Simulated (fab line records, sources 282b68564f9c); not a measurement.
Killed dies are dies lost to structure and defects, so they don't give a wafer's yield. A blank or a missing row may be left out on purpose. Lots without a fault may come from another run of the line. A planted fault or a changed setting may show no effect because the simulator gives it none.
Split-lot experiment | flow rit_cmos | 5 lots, 23 wafers read, on a route of 202 steps

THE SPLIT
At RIT_ACTIVE_CVD_03 (deposits Si3N4 from SiH2Cl2/NH3, target thk 150 nm, time 1500 s), the setting temp_c was moved away from the recipe's 810 C on 20 of the 23 wafers read, by -2.9% to +2.9%. The other wafers ran this setting at the recipe's value.

FROM THE SPLIT TO THE READING: what the file shows between them, 1 step
- RIT_ACTIVE_THK_MEAS_04

THE READING
oes_product_au, in a.u., at RIT_ACTIVE_ETCH_13 (etches Si3N4 in SF6, stops on SiO2, time 210 s, target depth 210 nm). Fault-free wafers of this fab line usually give 0.823 a.u., standard deviation 0.012 a.u..

wafer  | tool, chamber at the split | temp_c as run, C | against the recipe | oes_product_au, a.u. | against lot-mates on the recipe
L074.1 | -, -                       | 819.5            | +1.2%              | 0.889                | no lot-mate on the recipe
L074.2 | -, -                       | 819.5            | +1.2%              | 0.922                | no lot-mate on the recipe
L074.3 | -, -                       | 819.5            | +1.2%              | 0.894                | no lot-mate on the recipe
L074.5 | -, -                       | 819.5            | +1.2%              | 0.949                | no lot-mate on the recipe
L074.6 | -, -                       | 819.5            | +1.2%              | 0.924                | no lot-mate on the recipe
L076.1 | -, -                       | 833.8            | +2.9%              | 1.007                | no lot-mate on the recipe
L076.3 | -, -                       | 833.8            | +2.9%              | 0.995                | no lot-mate on the recipe
L076.4 | -, -                       | 833.8            | +2.9%              | 0.977                | no lot-mate on the recipe
L076.5 | -, -                       | 833.8            | +2.9%              | 0.989                | no lot-mate on the recipe
L076.6 | -, -                       | 833.8            | +2.9%              | 0.993                | no lot-mate on the recipe
L081.1 | -, -                       | 786.7            | -2.9%              | 0.664                | no lot-mate on the recipe
L081.2 | -, -                       | 786.7            | -2.9%              | 0.661                | no lot-mate on the recipe
L081.3 | -, -                       | 786.7            | -2.9%              | 0.669                | no lot-mate on the recipe
L081.4 | -, -                       | 786.7            | -2.9%              | 0.662                | no lot-mate on the recipe
L081.6 | -, -                       | 786.7            | -2.9%              | 0.678                | no lot-mate on the recipe
L082.2 | -, -                       | 824.6            | +1.8%              | 0.942                | no lot-mate on the recipe
L082.3 | -, -                       | 824.6            | +1.8%              | 0.958                | no lot-mate on the recipe
L082.4 | -, -                       | 824.6            | +1.8%              | 0.947                | no lot-mate on the recipe
L082.5 | -, -                       | 824.6            | +1.8%              | 0.959                | no lot-mate on the recipe
L082.6 | -, -                       | 824.6            | +1.8%              | 0.959                | no lot-mate on the recipe
L083.1 | lpcvd-02, 0                | 810              | recipe             | 0.817                | -
L083.5 | lpcvd-02, 0                | 810              | recipe             | 0.827                | -
L083.6 | lpcvd-02, 0                | 810              | recipe             | 0.818                | -

THE FIT
A straight line over all 23 wafers: oes_product_au changes by +0.0581 a.u. for each +1% of temp_c; r = +0.99; the points scatter about the line by 0.018 a.u..
Too few moved wafers have a lot-mate on the recipe to fit a line with each lot's own level taken away.

THE WHOLE CHAIN: every reading that the file lists as answering this split, in the file's order
step                   | what it does                                                        | reading                                                                        | change (the file's fit)                  | r (the file's)
RIT_ACTIVE_CVD_03      | deposits Si3N4 from SiH2Cl2/NH3, target thk 150 nm, time 1500 s     | Si3N4_of_ACTIVE_CVD_03.thk_nm (the simulator's own value, which no gauge read) | +21.7 nm for each +1% of the setting     | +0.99
RIT_ACTIVE_THK_MEAS_04 |                                                                     | ACTIVE_NITRIDE_THK                                                             | +21.7 for each +1% of the setting        | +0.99
RIT_ACTIVE_ETCH_13     | etches Si3N4 in SF6, stops on SiO2, time 210 s, target depth 210 nm | oes_product_au                                                                 | +0.0581 a.u. for each +1% of the setting | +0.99

THE FILE'S OWN FIT
oes_product_au changes by +0.0581 a.u. for each +1% of temp_c, r = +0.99.
